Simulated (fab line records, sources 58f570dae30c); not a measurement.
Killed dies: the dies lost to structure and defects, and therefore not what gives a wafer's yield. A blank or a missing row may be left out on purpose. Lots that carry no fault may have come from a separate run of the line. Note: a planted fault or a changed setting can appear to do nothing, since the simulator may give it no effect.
A struck lot beside a sound one	flow berkeleyCmos170	15 out of 331 route steps
Sound: the wafers L217.1, L217.3, L217.5. Wafers L209.1, L209.3, L209.5 were the ones struck. The cause is given at the end.
Per side, at each step with rows, come the tool, then ch with its chambers, and then its first start. Under that, the readings that differ: sound wafers	struck wafers	difference of the means	sigmas: that difference in standard deviations of wafers without a fault.
alike: a reading whose means differ by less than 2 such deviations, as well as words and numbers matching on both sides. not compared: withheld readings; readings where some wafer has no value; bounds like >300 that might hide an equal value; numbers whose values overlap and for which the record gives no deviation.
A row with sigmas, a row that says differs or no value, or rows on one side alone: a step with any of these is where the two part. Non-overlapping numbers with no deviation appear without sigmas and do not part them. A reading missing from all wafers of one side parts the sides only when that side holds two or more wafers.

UCB170_V1_CD_MEAS_12: the cd target is 700 nm.
  struck on cdSem-01, day 11 04:19; sound on cdSem-02, day 12 06:02
  alike: cdNm
UCB170_V1_OVL_MEAS_13:
  struck on overlay-01, day 11 04:26; sound on overlay-02, day 12 06:10
  alike: V1_OVL
UCB170_V1_ETCH_14: etches SiO2 in CHF3/CF4/Ar, stops on Al, target depth 1250 nm, time 291 s.
  sound on rieDiel-03 ch 0,1,3, day 12 06:12; struck on rieDiel-02 ch 0,1,3, day 11 04:28
  alike: drypumpMotorCurrentA, oesProductAu, throttleValvePct
  not compared: rfHoursCounterH
UCB170_V1_STRIP_15: strips in O2.
  sound on plasmaAsher-04 ch 0,1, day 12 06:23; struck on plasmaAsher-03 ch 0, day 11 04:39
  alike: chamberPressureMTorr, drypumpMotorCurrentA, o2FlowSccm, oesProductAu, stripTimeToEndpointS
  not compared: rfHoursCounterH
UCB170_V1_CD_MEAS_90: the cd target is 700 nm.
  struck on cdSem-01, day 11 04:45; sound on cdSem-01, day 12 06:29
  alike: cdNm
then, 1 step without rows for these wafers: UCB170_M2_PRE_CLEAN_00 (preclean etch time 60 s).
UCB170_M2_SPUTTER_01: material Al, target thk 900 nm, time 120 s.
  struck on pvdSputter-02, day 11 04:56; sound on pvdSputter-04, day 12 06:40
  alike: throttleValvePct
UCB170_M2_RS_MEAS_02: measurement is done with a four-point probe.
  struck on filmMetro-03, day 11 05:01; sound on filmMetro-01, day 12 06:45
reading	sound	struck	difference	sigmas
M2_AL_RS (ohm/sq)	0.0317 0.0309 0.0311	0.0332 0.0322 0.0331	+0.0016	+4
UCB170_M2_THK_MEAS_03: measures by xrf.
  struck on filmMetro-03, day 11 05:08; sound on filmMetro-01, day 12 06:52
reading	sound	struck	difference	sigmas
M2_AL_THK (nm)	892 913 911	854 881 856	-42	-3
then, 3 steps without rows for these wafers: UCB170_M2_HMDS_04 (prime time 60 s); UCB170_M2_COAT_05 (resist thk 900 nm); UCB170_M2_SOFTBAKE_06 (time 60 s).
UCB170_M2_STRIP_07: strips in O2.
  sound on plasmaAsher-02 ch 0,1, day 12 07:23; struck on plasmaAsher-01 ch 0,1, day 11 05:39
  no value came back on the struck wafers for any of 5 readings (chamberPressureMTorr (mTorr), drypumpMotorCurrentA (A) and others); on the sound wafers chamberPressureMTorr (mTorr) reads 3500 3500 3503
reading	sound	struck	difference	sigmas
model.KrF_of_M2_COAT_05.thkNm (nm)	0 0 0	897.1 898.7 898	+897.9	
  not compared: rfHoursCounterH
then, 1 step without rows for these wafers: UCB170_M2_STRIP_08 (strips KrF in DMSO, time 600 s).
UCB170_M3_PROBE_99:
  struck on prober-01, day 11 15:53; sound on prober-01, day 12 14:37
reading	sound	struck	difference	sigmas
model.etest.diodeNwellSub.leakLog10ACm2	-7.772 -7.137 -7.221	-6.4 -6.209 -6.489	+1.0	
model.etest.diodeNplusPwell.leakLog10ACm2	-7.638 -7.793 -7.754	-6.8 -6.827 -6.792	+0.9	
model.etest.diodeNplusComb.leakLog10ACm2	-7.612 -7.506 -7.495	-6.885 -6.666 -6.718	+0.781	
model.etest.contactDiodeArray.leakLog10A (angstrom)	-11.48 -11.43 -11.61	-10.79 -10.86 -10.63	+0.75	
model.etest.diodePplusNwell.leakLog10ACm2	-7.773 -7.251 -7.551	-6.718 -6.786 -6.747	+0.775	
model.etest.diodePplusComb.leakLog10ACm2	-7.452 -7.16 -7.09	-6.561 -6.364 -6.718	+0.686	
model.etest.selectEdgeDiodeN.leakLog10A (angstrom)	-12.21 -12.13 -12.02	-11.56 -11.38 -11.56	+0.62	
model.etest.selectEdgeDiodeP.leakLog10A (angstrom)	-12.11 -11.96 -11.92	-11.42 -11.37 -11.71	+0.50	

WHERE THEY PART
At UCB170_M2_RS_MEAS_02 first; at UCB170_M2_STRIP_07 last (within this record only).

WHY: what the simulator had put in
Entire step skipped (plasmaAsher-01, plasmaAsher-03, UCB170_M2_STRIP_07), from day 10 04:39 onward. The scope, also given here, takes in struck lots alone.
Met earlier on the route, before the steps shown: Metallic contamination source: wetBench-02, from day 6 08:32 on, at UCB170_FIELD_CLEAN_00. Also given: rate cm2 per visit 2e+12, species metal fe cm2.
